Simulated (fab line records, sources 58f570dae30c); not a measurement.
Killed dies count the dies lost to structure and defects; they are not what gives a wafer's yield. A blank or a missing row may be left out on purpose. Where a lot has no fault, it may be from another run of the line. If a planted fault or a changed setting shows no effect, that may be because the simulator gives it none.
The same fault as seen by 2 desks	flow berkeley_cmos170	numbers are kept per desk, each desk with only its own; the story behind them comes last

AT THE TOOL OWNER'S DESK: furnace-04
The tool's own readings at UCB170_GATE_OXIDATION_01 (target thk 6.6 nm, ox time 1800 s): means of the sampled wafers that have a number, for each lot that ran on this tool. The brackets show how far a lot's mean lies from the usual mean; more than 4 standard deviations puts the lot out of limits, marked OUT.
Columns: A = zone_power_source_pct at UCB170_GATE_OXIDATION_01, usual 22.0 %
lot	first seen here	A
L651	day 7 03:20	22.7
L652	day 7 03:20	22.7
L653	day 7 03:20	22.8
L654	day 8 00:05	22.8
L655	day 8 00:05	22.9
Finding of this desk: none of the 5 lots has anything out of limits.

FROM THE METROLOGY DESK
Means of the sampled wafers that have a number, per lot and without regard to the tool the lot ran on: this is what the gauges read. The brackets show how far a lot's mean lies from the usual mean; more than 4 standard deviations puts the lot out of limits, marked OUT.
Columns: A = GATE_OXIDE_THK at UCB170_GATE_THK_MEAS_02, usual 6.55 nm
lot	first seen here	A
L651	day 7 04:50	6.66
L653	day 7 04:50	6.66
L652	day 7 04:53	6.59
L655	day 8 01:37	7.24 (+4.9) OUT
L654	day 8 01:37	7.38 (+6.0) OUT
L659	day 9 05:23	6.62
L665	day 10 23:25	6.60
L667	day 10 23:25	6.55
L666	day 10 23:25	6.27
L670	day 11 20:47	6.44
L671	day 11 20:47	6.46
L674	day 12 08:46	6.49
L673	day 12 08:46	6.48
L672	day 12 08:48	6.49
Per this desk, out of limits: L654, L655; the first was L655, day 8 01:37 (GATE_OXIDE_THK at UCB170_GATE_THK_MEAS_02). L651, L653, L652, L659, L665, L667, L666, L670, L671, L674, L673, L672: within limits.

BROUGHT TOGETHER
On L654, L655, the metrology desk was in a position to raise an alarm at day 8 01:37.
The desk of the tool owner found nothing out of limits.
On record at the tool owner's desk: L654, L655, within its limits.
On furnace-04, each named lot ran UCB170_GATE_OXIDATION_01.

WHAT HAD BEEN PUT IN BY THE SIMULATOR
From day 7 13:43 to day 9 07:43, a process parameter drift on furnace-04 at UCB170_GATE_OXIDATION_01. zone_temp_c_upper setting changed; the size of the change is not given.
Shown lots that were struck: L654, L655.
Delay in hours, fault start to first out-of-limits reading, per desk: metrology desk 12.
